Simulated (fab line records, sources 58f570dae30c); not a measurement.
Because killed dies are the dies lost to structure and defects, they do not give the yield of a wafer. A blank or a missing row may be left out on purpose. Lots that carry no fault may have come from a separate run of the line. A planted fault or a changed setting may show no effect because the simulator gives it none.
A single fault, viewed from 2 desks    flow berkeley_cmos170    numbers are kept per desk, each desk with only its own; the story behind them comes last

== AT THE TOOL OWNER'S DESK: rie_diel-02 ==
The tool's own readings at UCB170_GATE_ETCH_14 (etches BARC in N2/H2): means of the sampled wafers that have a number, for each lot that ran on this tool. If a lot's mean is further than 4 standard deviations from the usual mean, the lot is out of limits and carries the mark OUT (the distance appears in the brackets).
Columns: A = drypump_motor_current_A at UCB170_GATE_ETCH_14, usual 5.6 A; B = oes_product_au at UCB170_GATE_ETCH_14, usual 0.991 a.u.; C = throttle_valve_pct at UCB170_GATE_ETCH_14, usual 13.33 %
lot   first seen here  A    B      C
L275  day 5 13:27      5.2  1.003  13.25
L277  day 6 02:53      5.5  1.021  13.18
L284  day 7 05:16      5.5  1.006  13.32
L282  day 7 14:27      5.6  0.953  13.47
L293  day 9 19:46      5.6  0.995  13.25
L296  day 10 02:34     5.2  0.965  13.48
L295  day 10 02:50     5.2  0.961  13.48
L298  day 10 16:33     5.5  0.985  13.40
Finding of this desk: none of the 8 lots has anything out of limits.

== FROM THE METROLOGY DESK ==
Means of the sampled wafers that have a number, per lot and without regard to the tool the lot ran on: this is what the gauges read. If a lot's mean is further than 4 standard deviations from the usual mean, the lot is out of limits and carries the mark OUT (the distance appears in the brackets).
Columns: A = M1_OVL at UCB170_M1_OVL_MEAS_10, usual 0 nm; B = cd_nm at UCB170_V1_CD_MEAS_90, usual 699.8 nm
lot   first seen here  A    B
L275  day 6 22:01      -1   700.0
L277  day 7 02:07      -5   699.8
L280  day 7 18:07      1    700.6
L279  day 7 20:38      -1   700.6
L284  day 8 01:49      4    696.2
L282  day 8 11:39      -8   698.9
L288  day 9 08:50      1    700.4
L291  day 10 18:59     12   700.5
L292  day 10 19:17     -4   701.2
L293  day 10 22:46     0    700.0
L294  day 11 03:14     -3   697.4
L296  day 11 08:35     -10  698.6
L295  day 11 08:42     0    698.1
L298  day 11 21:40     9    700.4
Finding of this desk: none of the 14 lots has anything out of limits.

== ALL TOGETHER ==
The desk of the tool owner found nothing out of limits.
Nothing out of limits was seen by the metrology desk.

== WHAT THE SIMULATOR PUT IN ==
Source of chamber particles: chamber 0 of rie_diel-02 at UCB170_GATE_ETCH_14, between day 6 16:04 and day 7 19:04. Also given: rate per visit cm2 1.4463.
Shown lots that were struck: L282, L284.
